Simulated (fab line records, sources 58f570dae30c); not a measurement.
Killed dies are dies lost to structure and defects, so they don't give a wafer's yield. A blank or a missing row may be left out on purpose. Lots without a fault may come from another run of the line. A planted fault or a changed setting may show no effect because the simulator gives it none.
fab line records | flow berkeley_cmos170
record lots=5 wafers=23
route steps=331 shown ACTIVE@65 PVT@116 NLDD@159 PSD@179 NSD@195 BACKSIDE@202 SDANNEAL@204 CONTACT@228
start_h: hours from the record's first day to the start of the lot's first wafer shown | wait_h: hours since the lot's step before | " the same as in the row above | L1.1+2: a row that stands for several wafers | - no value, or no start given | * or withheld: withheld | < > ~ a bound
route shown NAME@n: a module of which the file shows steps, and the number in the route of the first | usual: mean/standard deviation of fault-free wafers | same: alike in all rows | chamber/n: place in a boat | sites: the reading at each site | _std_site: their standard deviation | _edge_site: outer sites' mean less inner sites' | radius_mm: how far each site lies from the wafer's centre | mask NAME#n: copy n | behind: the tool/chamber that last shaped the wafer | hold: why the lot was held/for how many hours/how that ended | device: the transistor (n, p or np) that didn't switch | end of line: the same wafers' tests at the end of the route | a step without rows: its recipe alone | killed: dies lost to structure and defects at the first sort, not the wafer's yield | map: a wafer's dies, x killed, . not, _ none there
set.NAME: the setting as run; set.NAME@STEP: as run at that earlier step | model.NAME: the simulator's own value behind a step, which no gauge read
lots whose settings were changed on purpose; a table a step, a row a wafer
## steps
# step UCB170_ACTIVE_CVD_05
# recipe material=Si3N4 target_thk_nm=220 temp_c=800 precursor=SiH2Cl2/NH3 time_s=3300 pressure_mtorr=200 sih2cl2_flow_sccm=25 nh3_flow_sccm=75
# columns lot.wafer tool chamber start_h wait_h set.temp_c model.Si3N4_of_ACTIVE_CVD_05.thk_nm
L074.1 - - - 0.0 800 218.2
L074.2 " - " " 800 217.8
L074.3 " - " " 800 218.8
L074.4 " - " " 800 220.4
L074.5 " - " " 800 218
L078.2+3 - - - 0.0 800 220.8
L078.4 " - " " 800 220
L078.5 " - " " 800 218.8
L078.6 " - " " 800 219.9
L082.1+5+6 - - - 0.7 818.1 302.3
L082.2 " - " " 818.1 301.3
L082.3 " - " " 818.1 302.1
L083.1+5 - - - 0.7 800 221.3
L083.2 " - " " 800 220.4
L083.4 " - " " 800 223.8
L083.6 " - " " 800 222.5
L084.2 lpcvd-02 1 124.85 0.0 800 217.3
L084.4 " 1 " " 800 217.6
L084.5 " 1 " " 800 218.4
# step UCB170_ACTIVE_THK_MEAS_06
# recipe reads=Si3N4_of_ACTIVE_CVD_05
# usual ACTIVE_NITRIDE_THK=219.5/1.7
# columns lot.wafer tool chamber start_h wait_h set.temp_c@ACTIVE_CVD_05 ACTIVE_NITRIDE_THK[nm]
L074.1 film_metro-01 - - - 800 218.0
L074.2 " - " " 800 217.8
L074.3 " - " " 800 218.8
L074.4 " - " " 800 220.5
L074.5 " - " " 800 217.9
L078.2 film_metro-01 - - - 800 220.8
L078.3 " - " " 800 220.7
L078.4 " - " " 800 220.1
L078.5 " - " " 800 218.7
L078.6 " - " " 800 219.9
L082.1 film_metro-04 - - - 818.1 302.4
L082.2 " - " " 818.1 301.3
L082.3 " - " " 818.1 302.2
L082.5 " - " " 818.1 302.2
L082.6 " - " " 818.1 302.4
L083.1 film_metro-01 - - - 800 221.3
L083.2 " - " " 800 220.5
L083.4 " - " " 800 223.5
L083.5 " - " " 800 221.3
L083.6 " - " " 800 222.3
L084.2 film_metro-04 - 126.78 0.0 800 217.5
L084.4 " - " " 800 217.8
L084.5 " - " " 800 218.3
# step UCB170_PVT_COAT_01
# recipe resist=KrF spin_rpm=1500 resist_thk_nm=900
# columns lot.wafer tool chamber start_h wait_h set.resist_thk_nm model.KrF_of_PVT_COAT_01.thk_nm
L074.1 litho_track-04 0 102.13 0.1 900 903.6
L074.2 " 0 " " 875.2 876.4
L074.3 " 0 " " 900 902.1
L074.4 " 0 " " 875.2 876.5
L074.5 " 0 " " 900 904.9
L078.2 litho_track-04 0 140.80 0.1 900 901
L078.3 " 0 " " 913.6 917.9
L078.4 " 0 " " 900 903.7
L078.5 " 0 " " 913.6 916.2
L078.6 " 0 " " 900 903.6
L082.1 litho_track-02 0 146.41 0.1 922.8 922.6
L082.2+3 " 0 " " 922.8 923.5
L082.5 " 0 " " 900 901.2
L082.6 " 0 " " 900 902.8
L083.1 litho_track-04 0 146.69 0.1 900 897.7
L083.2 " 0 " " 900 900.5
L083.4 " 0 " " 900 897.2
L083.5 " 0 " " 945.1 944.1
L083.6 " 0 " " 945.1 945.4
L084.2 litho_track-04 0 157.84 0.1 900 901.3
L084.4 " 0 " " 900 901.2
L084.5 " 0 " " 900 899.6
# step UCB170_PVT_DEVELOP_05
# recipe developer=TMAH develop_time_s=45 resist=KrF dev_temp_c=21
# columns lot.wafer tool chamber start_h wait_h set.dev_temp_c
L074.1+2+3+4+5 litho_track-03 0 - - 21
L078.2+3 litho_track-03 0 - - 22.16
L078.4+5+6 " 0 " " 21
L082.1+2+3+5+6 litho_track-03 0 - - 21
L083.1+6 litho_track-04 0 - - 21
L083.2+4+5 " 0 " " 23.1
L084.2+4+5 litho_track-04 0 - - 21
# step UCB170_PVT_IMPLANT_07
# recipe species=P dose_cm2=2e+12 energy_kev=30 tilt_deg=7
# step UCB170_PVT_STRIP_08
# recipe chemistry=O2 power_w=400 pressure_mtorr=3500 platen_temp_c=withheld o2_flow_sccm=400 overash_fraction=0.5
# usual strip_time_to_endpoint_s=21.65/0.053
# columns lot.wafer tool chamber start_h wait_h set.resist_thk_nm@PVT_COAT_01 strip_time_to_endpoint_s
L074.1 plasma_asher-01 0 103.17 0.1 900 21.72
L074.2 " 1 " " 875.2 21.07
L074.3 " 0 " " 900 21.67
L074.4 " 1 " " 875.2 21.08
L074.5 " 0 " " 900 21.74
L078.2 plasma_asher-01 0 141.87 0.1 900 21.63
L078.3 " 1 " " 913.6 22.05
L078.4 " 0 " " 900 21.72
L078.5 " 1 " " 913.6 22.03
L078.6 " 0 " " 900 21.72
L082.1 plasma_asher-02 1 147.34 0.1 922.8 22.18
L082.2 " 0 " " 922.8 22.20
L082.3 " 1 " " 922.8 22.19
L082.5 " 1 " " 900 21.66
L082.6 " 0 " " 900 21.70
L083.1 plasma_asher-01 1 147.73 0.1 900 21.57
L083.2 " 0 " " 900 21.64
L083.4 " 0 " " 900 21.56
L083.5 " 1 " " 945.1 22.69
L083.6 " 0 " " 945.1 22.71
L084.2 plasma_asher-04 1 158.82 0.1 900 21.66
L084.4 " 0 " " 900 21.67
L084.5 " 0 " " 900 21.61
# step UCB170_NLDD_COAT_01
# recipe resist=KrF spin_rpm=1500 resist_thk_nm=900
# columns lot.wafer tool chamber start_h wait_h set.spin_rpm model.KrF_of_NLDD_COAT_01.thk_nm
L074.1 litho_track-02 0 117.69 0.1 1612 870.8
L074.2 " 0 " " 1612 869.1
L074.3 " 0 " " 1500 901.4
L074.4 " 0 " " 1612 870.9
L074.5 " 0 " " 1500 900.8
L078.2 litho_track-01 0 154.07 0.1 1500 895.3
L078.3 " 0 " " 1500 893.7
L078.4 " 0 " " 1500 897.3
L078.5 " 0 " " 1500 893.6
L078.6 " 0 " " 1500 896.1
L082.1 litho_track-01 0 163.23 0.1 1537 884.8
L082.2 " 0 " " 1537 883.9
L082.3 " 0 " " 1500 896.4
L082.5 " 0 " " 1500 897.7
L082.6 " 0 " " 1537 882.4
L083.1 litho_track-02 0 163.55 0.1 1500 899
L083.2 " 0 " " 1500 902.1
L083.4 " 0 " " 1392 937.3
L083.5 " 0 " " 1500 898.3
L083.6 " 0 " " 1392 937.7
L084.2 litho_track-02 0 173.43 0.1 1500 901.1
L084.4 " 0 " " 1500 900.7
L084.5 " 0 " " 1500 898.4
# step UCB170_NLDD_IMPLANT_09
# recipe species=As dose_cm2=5e+13 energy_kev=30 tilt_deg=7 rotation_deg=180
# columns lot.wafer tool chamber start_h wait_h set.energy_kev model.implant.drp_nm
L074.1+3+4 implanter-04 0 118.84 0.1 30.79 9.795
L074.2+5 " 0 " " 30 9.611
L078.2+3+4 implanter-03 0 155.19 0.1 30 9.611
L078.5+6 " 0 " " 29.49 9.491
L082.1+2+3+5+6 implanter-03 0 164.50 0.1 30 9.611
L083.1+4 implanter-04 0 164.88 0.1 30 9.611
L083.2+5+6 " 0 " " 28.96 9.367
L084.2+4+5 implanter-04 0 174.71 0.1 30 9.611
# step UCB170_NLDD_STRIP_10
# recipe chemistry=O2 power_w=400 pressure_mtorr=3500 platen_temp_c=withheld o2_flow_sccm=400 overash_fraction=0.5
# usual strip_time_to_endpoint_s=21.57/0.062
# columns lot.wafer tool chamber start_h wait_h set.spin_rpm@NLDD_COAT_01 strip_time_to_endpoint_s
L074.1 plasma_asher-03 0 118.99 0.1 1612 20.92
L074.2 " 1 " " 1612 20.86
L074.3 " 0 " " 1500 21.63
L074.4 " 1 " " 1612 20.88
L074.5 " 1 " " 1500 21.60
L078.2 plasma_asher-02 1 155.32 0.1 1500 21.48
L078.3 " 1 " " 1500 21.45
L078.4 " 0 " " 1500 21.54
L078.5 " 1 " " 1500 21.44
L078.6 " 0 " " 1500 21.51
L082.1 plasma_asher-04 1 164.65 0.1 1537 21.24
L082.2 " 0 " " 1537 21.21
L082.3 " 0 " " 1500 21.51
L082.5 " 0 " " 1500 21.54
L082.6 " 1 " " 1537 21.17
L083.1 plasma_asher-03 0 165.03 0.1 1500 21.58
L083.2 " 1 " " 1500 21.65
L083.4 " 1 " " 1392 22.50
L083.5 " 0 " " 1500 21.56
L083.6 " 1 " " 1392 22.49
L084.2 plasma_asher-03 1 174.83 0.1 1500 21.63
L084.4 " 1 " " 1500 21.62
L084.5 " 0 " " 1500 21.55
# step UCB170_PSD_PEB_04
# recipe peb_temp_c=130 peb_time_s=withheld resist=KrF
# columns lot.wafer tool chamber start_h wait_h set.peb_temp_c
L074.1+4+5 litho_track-03 0 123.48 0.4 130
L074.2+3 " 0 " " 128.1
L078.2+3+6 litho_track-04 0 160.76 0.1 130
L078.4+5 " 0 " " 131.2
L082.1+5+6 litho_track-04 0 169.90 0.6 130
L082.2+3 " 0 " " 131.8
L083.1+2+4+5+6 litho_track-02 0 170.12 0.6 130
L084.2+4+5 litho_track-04 0 181.25 0.7 130
# step UCB170_PSD_DEVELOP_05
# recipe developer=TMAH develop_time_s=45 resist=KrF dev_temp_c=21
# step UCB170_PSD_CD_MEAS_06
# recipe target_cd_nm=1200
# usual cd_nm=1200.1/2.1
# columns lot.wafer tool chamber start_h wait_h set.peb_temp_c@PSD_PEB_04 cd_nm
L074.1 cd_sem-01 - 123.76 - 130 1201.9
L074.2 " - " " 128.1 1187.7
L074.3 " - " " 128.1 1188.4
L074.4 " - " " 130 1202.2
L074.5 " - " " 130 1200.7
L078.2 cd_sem-02 - 161.03 - 130 1200.7
L078.3 " - " " 130 1201.0
L078.4 " - " " 131.2 1208.4
L078.5 " - " " 131.2 1208.6
L078.6 " - " " 130 1201.7
L082.1 cd_sem-01 - 170.18 - 130 1203.7
L082.2 " - " " 131.8 1215.0
L082.3 " - " " 131.8 1215.8
L082.5 " - " " 130 1203.1
L082.6 " - " " 130 1203.6
L083.1 cd_sem-02 - 170.39 - 130 1197.2
L083.2 " - " " 130 1195.7
L083.4 " - " " 130 1196.3
L083.5 " - " " 130 1197.7
L083.6 " - " " 130 1196.5
L084.2 cd_sem-02 - 181.58 - 130 1202.1
L084.4 " - " " 130 1201.6
L084.5 " - " " 130 1201.8
# step UCB170_PSD_IMPLANT_08
# recipe species=B dose_cm2=3e+15 energy_kev=20 tilt_deg=7
# columns lot.wafer tool chamber start_h wait_h set.energy_kev model.implant.rp_nm model.implant.drp_nm
L074.1+2+5 implanter-02 0 123.91 0.0 20.59 66.58 28.97
L074.3+4 " 0 " " 20 64.69 28.34
L078.2+4+5 implanter-03 0 161.20 0.0 20 64.8 28.34
L078.3+6 " 0 " " 20.8 67.36 29.22
L082.1+2+3+5+6 implanter-02 0 170.33 0.0 20 68.23 28.34
L083.1+2+4+5+6 implanter-04 0 170.55 0.0 20 65.07 28.34
L084.2+4+5 implanter-02 0 181.74 0.0 20 63.73 28.34
# step UCB170_PSD_STRIP_09
# recipe chemistry=O2 power_w=400 pressure_mtorr=3500 platen_temp_c=withheld o2_flow_sccm=400 overash_fraction=0.5
# usual strip_time_to_endpoint_s=29.37/0.072
# columns lot.wafer tool chamber start_h wait_h set.energy_kev@PSD_IMPLANT_08 strip_time_to_endpoint_s
L074.1 plasma_asher-02 0 124.06 0.1 20.59 29.56
L074.2 " 1 " " 20.59 29.52
L074.3 " 0 " " 20 29.35
L074.4 " 1 " " 20 29.28
L074.5 " 1 " " 20.59 29.63
L078.2 plasma_asher-02 1 161.32 0.1 20 29.49
L078.3 " 1 " " 20.8 29.72
L078.4 " 0 " " 20 29.44
L078.5 " 0 " " 20 29.44
L078.6 " 1 " " 20.8 29.73
L082.1 plasma_asher-02 0 170.48 0.1 20 29.38
L082.2 " 1 " " 20 29.33
L082.3 " 0 " " 20 29.38
L082.5 " 1 " " 20 29.37
L082.6 " 0 " " 20 29.35
L083.1 plasma_asher-01 1 170.70 0.1 20 29.45
L083.2 " 0 " " 20 29.46
L083.4 " 0 " " 20 29.41
L083.5 " 0 " " 20 29.35
L083.6 " 1 " " 20 29.46
L084.2 plasma_asher-01 1 181.86 0.1 20 29.43
L084.4 " 1 " " 20 29.43
L084.5 " 1 " " 20 29.38
# step UCB170_NSD_IMPLANT_08
# recipe species=P dose_cm2=3e+15 energy_kev=40 tilt_deg=7
# columns lot.wafer tool chamber start_h wait_h set.dose_cm2
L074.1+3+5 implanter-04 0 125.79 0.0 3e+15
L074.2+4 " 0 " " 2.903e+15
L078.2+3+4+5+6 implanter-04 0 163.26 0.0 3e+15
L082.1+6 implanter-02 0 172.07 0.0 3e+15
L082.2+3+5 " 0 " " 2.829e+15
L083.1+5 implanter-04 0 172.62 0.0 3.189e+15
L083.2+4+6 " 0 " " 3e+15
L084.2+4+5 implanter-02 0 184.33 0.0 3e+15
# step UCB170_NSD_STRIP_09
# recipe chemistry=O2 power_w=400 pressure_mtorr=3500 platen_temp_c=withheld o2_flow_sccm=400 overash_fraction=0.5
# usual strip_time_to_endpoint_s=35.79/0.051
# columns lot.wafer tool chamber start_h wait_h set.dose_cm2@NSD_IMPLANT_08 strip_time_to_endpoint_s
L074.1 plasma_asher-03 1 125.94 0.1 3e+15 35.74
L074.2 " 0 " " 2.903e+15 35.36
L074.3 " 1 " " 3e+15 35.82
L074.4 " 0 " " 2.903e+15 35.47
L074.5 " 1 " " 3e+15 35.70
L078.2 plasma_asher-01 0 163.39 0.1 3e+15 35.80
L078.3 " 0 " " 3e+15 35.83
L078.4 " 1 " " 3e+15 35.78
L078.5 " 1 " " 3e+15 35.80
L078.6 " 0 " " 3e+15 35.79
L082.1 plasma_asher-04 0 172.22 0.1 3e+15 35.76
L082.2 " 1 " " 2.829e+15 35.21
L082.3 " 0 " " 2.829e+15 35.31
L082.5 " 0 " " 2.829e+15 35.24
L082.6 " 1 " " 3e+15 35.77
L083.1 plasma_asher-03 1 172.77 0.1 3.189e+15 36.42
L083.2 " 0 " " 3e+15 35.73
L083.4 " 0 " " 3e+15 35.77
L083.5 " 0 " " 3.189e+15 36.32
L083.6 " 1 " " 3e+15 35.86
L084.2 plasma_asher-01 1 184.45 0.1 3e+15 35.83
L084.4 " 0 " " 3e+15 35.71
L084.5 " 0 " " 3e+15 35.80
# step UCB170_BACKSIDE_STRIP_03
# recipe chemistry=O2 power_w=400 pressure_mtorr=3500 platen_temp_c=withheld o2_flow_sccm=400 overash_fraction=0.5
# usual oes_product_au=0.735/0.0041 strip_time_to_endpoint_s=21.96/0.06
# columns lot.wafer tool chamber start_h wait_h set.power_w oes_product_au strip_time_to_endpoint_s
L074.1 plasma_asher-01 1 126.73 0.1 356.7 0.692 23.89
L074.2 " 0 " " 400 0.730 21.99
L074.3 " 1 " " 400 0.731 21.99
L074.4 " 0 " " 356.7 0.695 23.99
L074.5 " 0 " " 400 0.733 22.00
L078.2 plasma_asher-01 0 164.24 0.1 400 0.738 21.85
L078.3 " 1 " " 400 0.734 21.93
L078.4 " 0 " " 400 0.727 21.91
L078.5 " 1 " " 400 0.727 21.94
L078.6 " 0 " " 400 0.742 21.99
L082.1 plasma_asher-02 0 173.36 0.1 400 0.732 21.82
L082.2 " 1 " " 432 0.773 20.63
L082.3 " 1 " " 400 0.739 21.80
L082.5 " 1 " " 432 0.765 20.70
L082.6 " 0 " " 400 0.733 21.88
L083.1 plasma_asher-03 0 173.92 0.1 443.3 0.772 20.40
L083.2 " 1 " " 443.3 0.786 20.37
L083.4 " 0 " " 400 0.732 21.99
L083.5 " 1 " " 400 0.727 21.98
L083.6 " 0 " " 443.3 0.777 20.43
L084.2 plasma_asher-01 0 185.40 0.1 400 0.735 21.99
L084.4 " 0 " " 400 0.736 22.02
L084.5 " 1 " " 400 0.738 22.08
# step UCB170_BACKSIDE_CLEAN_04
# recipe chemistry=SPM temp_c=120 time_s=600
# step UCB170_SDANNEAL_RTA_00
# recipe temp_c=900 time_s=10 ambient=N2
# step UCB170_SDANNEAL_RTA_01
# recipe temp_c=1050 time_s=5 ambient=N2
# step UCB170_SDANNEAL_RS_MEAS_03
# recipe thk_meas_gauge=four-point-probe
# usual NSD_RS=37.26/0.084
# columns lot.wafer tool chamber start_h wait_h set.dose_cm2@NSD_IMPLANT_08 NSD_RS[ohm/sq]
L074.1 film_metro-02 - 127.25 0.1 3e+15 37.37
L074.2 " - " " 2.903e+15 37.90
L074.3 " - " " 3e+15 37.25
L074.4 " - " " 2.903e+15 37.91
L074.5 " - " " 3e+15 37.25
L078.2 film_metro-02 - 164.92 0.1 3e+15 37.17
L078.3 " - " " 3e+15 37.15
L078.4 " - " " 3e+15 37.20
L078.5 " - " " 3e+15 37.34
L078.6 " - " " 3e+15 37.29
L082.1 film_metro-04 - 173.90 0.1 3e+15 37.30
L082.2 " - " " 2.829e+15 38.33
L082.3 " - " " 2.829e+15 38.29
L082.5 " - " " 2.829e+15 38.34
L082.6 " - " " 3e+15 37.21
L083.1 film_metro-02 - 174.45 0.1 3.189e+15 36.16
L083.2 " - " " 3e+15 37.14
L083.4 " - " " 3e+15 37.25
L083.5 " - " " 3.189e+15 36.21
L083.6 " - " " 3e+15 37.20
L084.2 film_metro-02 - 185.98 0.1 3e+15 37.19
L084.4 " - " " 3e+15 37.23
L084.5 " - " " 3e+15 37.20
# step UCB170_CONTACT_EXPOSE_12
# recipe mask_id=CONT target_cd_nm=700 na=0.5 sigma_outer=0.6 source_shape=conventional dose_mj=35
# columns lot.wafer tool chamber start_h wait_h mask set.dose_mj
L074.1+5 krf_scanner-02 0 131.43 - CONT#0 35
L074.2+3+4 " 0 " " CONT#0 37.29
L078.2+3 krf_scanner-02 0 169.77 - CONT#0 35
L078.4+5+6 " 0 " " CONT#0 35.92
L083.1+6 krf_scanner-02 0 179.96 - CONT#0 34.22
L083.2+4+5 " 0 " " CONT#0 35
L082.1+2+3+5+6 krf_scanner-01 0 180.33 - CONT#0 35
L084.2+4+5 krf_scanner-01 0 190.06 - CONT#0 35
# step UCB170_CONTACT_PEB_13
# recipe peb_temp_c=130 peb_time_s=withheld resist=KrF
# step UCB170_CONTACT_DEVELOP_14
# recipe developer=TMAH develop_time_s=45 resist=KrF dev_temp_c=21
# step UCB170_CONTACT_CD_MEAS_15
# recipe target_cd_nm=700
# usual cd_nm=699.7/1.2
# columns lot.wafer tool chamber start_h wait_h set.dose_mj@CONTACT_EXPOSE_12 cd_nm
L074.1 cd_sem-01 - 131.83 - 35 697.4
L074.2 " - " " 37.29 709.9
L074.3 " - " " 37.29 709.0
L074.4 " - " " 37.29 711.0
L074.5 " - " " 35 699.2
L078.2 cd_sem-02 - 170.53 - 35 700.2
L078.3 " - " " 35 700.2
L078.4 " - " " 35.92 705.0
L078.5 " - " " 35.92 704.2
L078.6 " - " " 35.92 703.0
L083.1 cd_sem-02 - 180.71 - 34.22 696.7
L083.2 " - " " 35 700.9
L083.4 " - " " 35 700.7
L083.5 " - " " 35 701.7
L083.6 " - " " 34.22 696.8
L082.1 cd_sem-02 - 181.32 - 35 698.9
L082.2 " - " " 35 699.0
L082.3 " - " " 35 699.3
L082.5 " - " " 35 700.0
L082.6 " - " " 35 698.8
L084.2 cd_sem-02 - 190.62 - 35 697.3
L084.4 " - " " 35 697.5
L084.5 " - " " 35 698.4
## key
split step=UCB170_ACTIVE_CVD_05 setting=temp_c stated=800 by=lot
response step=UCB170_ACTIVE_CVD_05 reading=model.Si3N4_of_ACTIVE_CVD_05.thk_nm change=+36.4 per=1% r=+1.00
response step=UCB170_ACTIVE_THK_MEAS_06 reading=ACTIVE_NITRIDE_THK change=+36.4 per=1% r=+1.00
split step=UCB170_PVT_COAT_01 setting=resist_thk_nm stated=900 by=wafer
response step=UCB170_PVT_COAT_01 reading=model.KrF_of_PVT_COAT_01.thk_nm change=+9.23 per=1% r=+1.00
response step=UCB170_PVT_STRIP_08 reading=strip_time_to_endpoint_s change=* per=1% r=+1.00
split step=UCB170_PVT_DEVELOP_05 setting=dev_temp_c stated=21 by=wafer
response none clear
split step=UCB170_NLDD_COAT_01 setting=spin_rpm stated=1500 by=wafer
response step=UCB170_NLDD_COAT_01 reading=model.KrF_of_NLDD_COAT_01.thk_nm change=-4.71 per=1% r=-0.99
response step=UCB170_NLDD_STRIP_10 reading=strip_time_to_endpoint_s change=* per=1% r=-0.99
split step=UCB170_NLDD_IMPLANT_09 setting=energy_kev stated=30 by=wafer
response step=UCB170_NLDD_IMPLANT_09 reading=model.implant.drp_nm change=+0.0701 per=1% r=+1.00
split step=UCB170_PSD_PEB_04 setting=peb_temp_c stated=130 by=wafer
response step=UCB170_PSD_CD_MEAS_06 reading=cd_nm change=+8.8 per=1% r=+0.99
split step=UCB170_PSD_IMPLANT_08 setting=energy_kev stated=20 by=wafer
response step=UCB170_PSD_IMPLANT_08 reading=model.implant.rp_nm change=+0.64 per=1% r=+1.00
response step=UCB170_PSD_IMPLANT_08 reading=model.implant.drp_nm change=+0.218 per=1% r=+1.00
response step=UCB170_PSD_STRIP_09 reading=strip_time_to_endpoint_s change=* per=1% r=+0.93
split step=UCB170_NSD_IMPLANT_08 setting=dose_cm2 stated=3e+15 by=wafer
response step=UCB170_NSD_STRIP_09 reading=strip_time_to_endpoint_s change=* per=1% r=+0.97
response step=UCB170_SDANNEAL_RS_MEAS_03 reading=NSD_RS change=-0.175 per=1% r=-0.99
split step=UCB170_BACKSIDE_STRIP_03 setting=power_w stated=400 by=wafer
response step=UCB170_BACKSIDE_STRIP_03 reading=oes_product_au change=+0.00406 per=1% r=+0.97
response step=UCB170_BACKSIDE_STRIP_03 reading=strip_time_to_endpoint_s change=* per=1% r=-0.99
split step=UCB170_CONTACT_EXPOSE_12 setting=dose_mj stated=35 by=wafer
response step=UCB170_CONTACT_CD_MEAS_15 reading=cd_nm change=+1.76 per=1% r=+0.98
